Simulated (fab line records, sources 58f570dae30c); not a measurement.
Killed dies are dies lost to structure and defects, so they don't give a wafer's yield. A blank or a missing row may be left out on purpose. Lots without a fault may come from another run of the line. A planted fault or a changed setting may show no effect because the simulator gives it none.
Which tool did it? | flow berkeley_cmos170 | 7 lots, 21 wafers sampled, at 2 steps of a route of 331

WHAT THE GAUGES READ, wafer by wafer
UCB170_CONTACT_OVL_MEAS_16.
lot  | measured     | on         | CONTACT_OVL (nm)
L126 | day 9 03:04  | overlay-01 | 10 11 11
L125 | day 9 05:07  | overlay-01 | -6 10 1
L128 | day 9 16:11  | overlay-02 | 5 5 5
L141 | day 12 06:55 | overlay-02 | -6 -12 -3
L140 | day 12 09:56 | overlay-02 | 8 13 6
L143 | day 12 19:36 | overlay-02 | 4 7 4
L146 | day 13 13:11 | overlay-02 | 2 2 7

WHICH TOOL RAN EACH LOT (tool, then ch and the chambers of the sampled wafers, then the start)
lot  | UCB170_CONTACT_RTA_08
L126 | rtp_anneal-02 ch 0, day 9 01:55
L125 | rtp_anneal-02 ch 0, day 9 03:51
L128 | rtp_anneal-01 ch 0, day 9 14:23
L141 | rtp_anneal-02 ch 0, day 12 05:30
L140 | rtp_anneal-02 ch 0, day 12 08:16
L143 | rtp_anneal-02 ch 0, day 12 18:17
L146 | rtp_anneal-01 ch 0, day 13 12:10
- UCB170_CONTACT_RTA_08: time 10 s.

THE ANSWER, worked out from the rows above alone
Rule: what is usual is taken from the lots themselves. Put in order of their means at a reading, lots are off if they are a third of the lots or fewer, leave a main group of 4 or more, and stand apart from it by a gap of 3 or more times the standard deviation of the main group's means; of several such gaps the widest counts. A main group whose means are all the same, to the digits that the tables above print for the reading, isn't used. A lot without any number at a reading at which 4 lots or more have one is off too. The other lots that the step has rows for count as sound.
No lot is off at any reading shown: from this, nothing can be told.

WHAT THE SIMULATOR HAD PUT IN
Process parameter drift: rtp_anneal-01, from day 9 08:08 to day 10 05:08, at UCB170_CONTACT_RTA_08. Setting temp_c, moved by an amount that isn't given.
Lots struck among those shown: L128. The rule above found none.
